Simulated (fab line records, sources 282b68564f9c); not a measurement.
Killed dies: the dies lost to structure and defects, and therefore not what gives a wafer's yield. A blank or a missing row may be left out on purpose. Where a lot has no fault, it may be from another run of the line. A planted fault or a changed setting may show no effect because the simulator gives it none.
Comparing a struck lot with a sound one -- flow rit_cmos -- 16 out of 202 route steps
Sound: the wafers L350.1, L350.4, L350.5. Wafers L355.1, L355.2, L355.6 were the ones struck. Last of all comes the cause.
Order at every step that has rows: each side's tool, ch and its chambers, its first start. Under that, the readings that differ: sound wafers -- struck wafers -- difference of the means -- sigmas: that difference in standard deviations of wafers without a fault.
alike: same words and numbers on both sides, and readings whose means sit less than 2 such deviations apart. not compared: any withheld reading, any reading some wafer has no value for, any bound like >300 that may hide the same value, and any number with overlapping values for which the record gives no deviation.
Wherever a step has rows on one side only, a row that says differs or no value, or a row with sigmas, the two part there. Numbers that have no deviation but don't overlap get no sigmas and don't part them. Lack of a reading on every wafer of one side parts them only where that side has two or more wafers.

first, 1 step without rows for these wafers: RIT_CONTACT_CLEAN_14 (cleans in SC2, time 600 s).
RIT_M1_SPUTTER_00: material Al, target thk 400 nm, time 500 s.
  sound: pvd_sputter-04 at day 5 11:58; struck: pvd_sputter-01 at day 6 11:09
  alike: substrate_temp_c, throttle_valve_pct
RIT_M1_RS_MEAS_01: measures by four-point-probe.
  sound: film_metro-02 at day 5 12:15; struck: film_metro-04 at day 6 11:27
  alike: M1_AL_RS
RIT_M1_THK_MEAS_02: measures by xrf.
  sound: film_metro-02 at day 5 12:22; struck: film_metro-04 at day 6 11:34
  alike: M1_AL_THK
then, 6 steps without rows for these wafers: RIT_M1_HMDS_03 (prime time 60 s); RIT_M1_COAT_04 (resist thk 1300 nm); RIT_M1_SOFTBAKE_05 (time 60 s); RIT_M1_EXPOSE_06 (exposes mask M12, target cd 2600 nm); RIT_M1_PEB_07; RIT_M1_DEVELOP_08 (develop time 68 s).
RIT_M1_CD_MEAS_09 targets a cd of 2600 nm.
  sound: cd_sem-01 at day 5 13:26; struck: cd_sem-02 at day 6 12:38
  alike: cd_nm
RIT_M1_OVL_MEAS_10:
  sound: overlay-01 at day 5 13:34; struck: overlay-01 at day 6 12:45
  alike: M1_OVL
RIT_M1_HARDBAKE_11: time 120 s.
  sound on litho_track-01 ch 0, day 5 13:35; struck on litho_track-04 ch 0, day 6 12:47
reading,sound,struck,difference,sigmas
heater_power_total_W (W),52.07 51.96 52.07,49.43 49.43 49.41,-2.61,-44
plate_temp_C (C),140.01 139.98 139.85,134.40 134.41 134.54,-5.50,-32
model.NOVOLAK_of_M1_COAT_04.thk_nm (nm),1140 1142 1138,1151 1149 1148,+9,
RIT_M1_METAL_ETCH_12: etches Al in Cl2/BCl3, stops on SiO2, time 165 s, target depth 600 nm.
  sound on rie_metal-04 ch 0,1, day 5 13:50; struck on rie_metal-03 ch 0,1, day 6 13:02
  alike: drypump_motor_current_A, he_backside_leak_sccm, oes_product_au, throttle_valve_pct
  not compared: rf_hours_counter_h, model.NOVOLAK_of_M1_COAT_04.thk_nm
then, 1 step without rows for these wafers: RIT_M1_STRIP_13 (strips in nmp, time 600 s).
RIT_M1_PROBE_99:
  only the struck wafers here have rows in the record (prober-02, day 6 15:19); the sound ones have none

WHERE THEY PART
At RIT_M1_HARDBAKE_11 first; at RIT_M1_PROBE_99 last (within this record only).

WHY: what had been put in by the simulator
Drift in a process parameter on litho_track-04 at RIT_M1_HARDBAKE_11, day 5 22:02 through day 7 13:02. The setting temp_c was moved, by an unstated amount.
